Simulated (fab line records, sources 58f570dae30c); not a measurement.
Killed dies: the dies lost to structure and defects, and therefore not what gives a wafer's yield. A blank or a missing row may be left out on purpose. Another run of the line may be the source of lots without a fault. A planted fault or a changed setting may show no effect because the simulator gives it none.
The tool behind it: which one?    flow berkeley-cmos170    7 lots, 21 wafers sampled, at 2 steps of a route of 331

## WHAT EACH GAUGE READ, for each wafer
UCB170_SILICIDE_RS_MEAS_02: uses a four-point probe to measure.
lot   measured      on             SILICIDE_TI_RS (ohm/sq)
L431  day 6 13:02   film-metro-01  26.4 26.8 26.6
L434  day 7 10:44   film-metro-01  26.6 26.2 26.5
L439  day 8 11:15   film-metro-01  26.5 25.9 26.1
L442  day 9 04:10   film-metro-04  26.5 26.2 26.2
L449  day 10 17:25  film-metro-04  25.6 25.7 25.6
L452  day 11 06:15  film-metro-04  26.2 26.3 26.3
L453  day 11 10:04  film-metro-01  26.7 26.8 27.4

## TOOL THAT RAN EACH LOT (tool first, then ch and the chambers of the sampled wafers, then the start)
lot   UCB170_SILICIDE_SPUTTER_01
L431  pvd-sputter-01, day 6 13:01
L434  pvd-sputter-02, day 7 10:29
L439  pvd-sputter-04, day 8 11:12
L442  pvd-sputter-04, day 9 04:08
L449  pvd-sputter-04, day 10 17:23
L452  pvd-sputter-02, day 11 06:12
L453  pvd-sputter-01, day 11 10:01
- UCB170_SILICIDE_SPUTTER_01: material Ti, target thk 30 nm, time 25 s.

## THE ANSWER, worked out from the rows above alone
Rule: the usual values come from the lots themselves. The widest of any qualifying gaps counts: lots, ordered by their means at a reading, are off when they make up no more than a third of the lots, leave a main group of 4 or more, and stand apart from it by 3 or more times the standard deviation of that group's means. If all means in a main group match to the digits the tables above print for the reading, that group is not used. A lot without any number at a reading at which 4 lots or more have one is off too. All remaining lots with rows at the step are treated as sound.
No lot is off at any reading shown: from this, nothing can be told.

## WHAT THE SIMULATOR PUT IN
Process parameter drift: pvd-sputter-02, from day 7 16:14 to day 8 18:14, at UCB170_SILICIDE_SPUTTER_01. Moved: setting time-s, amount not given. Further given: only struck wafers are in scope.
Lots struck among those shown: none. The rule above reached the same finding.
